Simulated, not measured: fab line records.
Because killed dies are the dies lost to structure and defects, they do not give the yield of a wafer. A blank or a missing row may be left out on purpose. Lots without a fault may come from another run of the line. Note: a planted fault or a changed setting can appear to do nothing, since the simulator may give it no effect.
Which tool was responsible? + flow ritCmos + 13 lots with 39 wafers sampled at 3 steps, on a route of 202 steps

WHAT THE GAUGES READ, wafer by wafer
RIT_NSD_TW_MEAS_10. Usual: for NSD_TW the level is 3104 and the standard deviation is 15.
| lot  | measured    | on           | NSD_TW         | flag |
|------|-------------|--------------|----------------|------|
| L478 | day 3 01:36 | filmMetro-02 | 3097 3102 3107 |      |
| L479 | day 3 04:44 | filmMetro-02 | 3091 3102 3113 |      |
| L480 | day 3 09:01 | filmMetro-01 | 3097 3078 3108 |      |
| L481 | day 3 16:20 | filmMetro-04 | 3130 3134 3125 |      |
| L482 | day 3 23:37 | filmMetro-01 | 3108 3102 3111 |      |
| L483 | day 4 02:30 | filmMetro-01 | 3122 3112 3120 |      |
| L489 | day 5 13:45 | filmMetro-02 | 2848 2849 2841 | OFF  |
| L492 | day 5 23:27 | filmMetro-02 | 2842 2866 2860 | OFF  |
| L495 | day 6 15:18 | filmMetro-04 | 3122 3106 3105 |      |
| L496 | day 6 18:49 | filmMetro-04 | 3105 3104 3102 |      |
| L497 | day 6 23:22 | filmMetro-02 | 3086 3095 3093 |      |
| L498 | day 7 03:55 | filmMetro-01 | 3121 3114 3094 |      |
| L500 | day 7 14:47 | filmMetro-02 | 3085 3074 3078 |      |

RIT_SDANNEAL_RS_MEAS_05: measurement is done with a four-point probe. Usual: for NSD_RS the level is 85.07 ohm/sq and the standard deviation is 0.28.
| lot  | measured    | on           | NSD_RS (ohm/sq)   | flag |
|------|-------------|--------------|-------------------|------|
| L478 | day 3 03:37 | filmMetro-01 | 84.34 84.78 84.71 |      |
| L479 | day 3 06:46 | filmMetro-04 | 84.82 85.26 84.83 |      |
| L480 | day 3 11:04 | filmMetro-02 | 85.09 85.17 85.41 |      |
| L481 | day 3 18:21 | filmMetro-01 | 85.22 85.07 85.32 |      |
| L482 | day 4 01:46 | filmMetro-02 | 84.72 84.81 84.88 |      |
| L483 | day 4 04:40 | filmMetro-01 | 85.16 85.13 85.27 |      |
| L489 | day 5 15:57 | filmMetro-02 | 80.51 80.65 80.49 | OFF  |
| L492 | day 6 01:38 | filmMetro-04 | 81.21 81.07 81.03 | OFF  |
| L495 | day 6 17:32 | filmMetro-01 | 85.32 85.30 85.02 |      |
| L496 | day 6 20:58 | filmMetro-01 | 85.10 85.07 85.17 |      |
| L497 | day 7 01:31 | filmMetro-01 | 85.41 85.23 85.30 |      |
| L498 | day 7 05:56 | filmMetro-02 | 85.02 84.72 84.92 |      |
| L500 | day 7 17:05 | filmMetro-01 | 85.44 85.13 85.26 |      |

EACH LOT AND THE TOOL THAT RAN IT (in order: tool; ch and the chambers of the sampled wafers; start)
| lot  | RIT_NSD_IMPLANT_08             |
|------|--------------------------------|
| L478 | implanter-01 ch 0, day 3 01:16 |
| L479 | implanter-03 ch 0, day 3 04:25 |
| L480 | implanter-02 ch 0, day 3 08:43 |
| L481 | implanter-02 ch 0, day 3 16:00 |
| L482 | implanter-01 ch 0, day 3 23:17 |
| L483 | implanter-02 ch 0, day 4 02:12 |
| L489 | implanter-03 ch 0, day 5 13:28 |
| L492 | implanter-03 ch 0, day 5 23:08 |
| L495 | implanter-02 ch 0, day 6 14:59 |
| L496 | implanter-02 ch 0, day 6 18:29 |
| L497 | implanter-01 ch 0, day 6 23:02 |
| L498 | implanter-01 ch 0, day 7 03:35 |
| L500 | implanter-01 ch 0, day 7 14:28 |
- RIT_NSD_IMPLANT_08

WHAT THE TOOLS THEMSELVES READ (means of the sampled wafers that have a number; where no wafer has one, the mark that the record gives instead)
RIT_NSD_IMPLANT_08. Usual: tiltDeg 7.002 degrees, standard deviation 0.02.
| lot  | tool         | tiltDeg (degrees) | flag |
|------|--------------|-------------------|------|
| L478 | implanter-01 | 7.010             |      |
| L479 | implanter-03 | 6.998             |      |
| L480 | implanter-02 | 7.018             |      |
| L481 | implanter-02 | 7.025             |      |
| L482 | implanter-01 | 6.980             |      |
| L483 | implanter-02 | 6.972             |      |
| L489 | implanter-03 | -0.022            | OFF  |
| L492 | implanter-03 | -0.017            | OFF  |
| L495 | implanter-02 | 7.005             |      |
| L496 | implanter-02 | 7.015             |      |
| L497 | implanter-01 | 7.008             |      |
| L498 | implanter-01 | 7.004             |      |
| L500 | implanter-01 | 7.003             |      |

THE ANSWER, worked out from the rows above alone
Rule: take the mean of a lot's wafers that have a number; if it is more than 3 standard deviations from the usual mean, the lot is off. Also off: a lot with no number at a reading for which 4 or more lots have one. All remaining lots with rows at the step are treated as sound. First the gauges in route order, then the tools' own readings, where a lot's mean is used as printed above. At the first step where some lot is off, the reading lying furthest off is the one used; lots without a number count as furthest.
Off: L489, L492, seen at RIT_NSD_TW_MEAS_10 (NSD_TW).
If a tool, at a process step before that reading, ran all the lots that are off and no sound lot after the first of them, it fits. The gauges at RIT_NSD_TW_MEAS_10 aren't tried: what is off there is off at RIT_NSD_IMPLANT_08 too, on other tools, and a gauge's error can't cause that. One candidate fits, namely implanter-03 at RIT_NSD_IMPLANT_08. Its last sound lot is L479 (day 3 04:25), its first lot that is off L489 (day 5 13:28): a fault that began between those two fits.
The tool's own readings at RIT_NSD_IMPLANT_08 bear it out: on the lots that are off they differ by more than 5 times the standard deviation of the sound lots' means. tiltDeg reads -0.019 degrees there against 7.003 degrees on the sound lots.

WHAT WAS PUT IN BY THE SIMULATOR
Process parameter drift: implanter-03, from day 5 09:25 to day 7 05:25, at RIT_NSD_IMPLANT_08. Setting tiltDeg, moved by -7, from 7. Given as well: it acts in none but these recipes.
Lots struck among those shown: L489, L492. The same result came from the rule above.
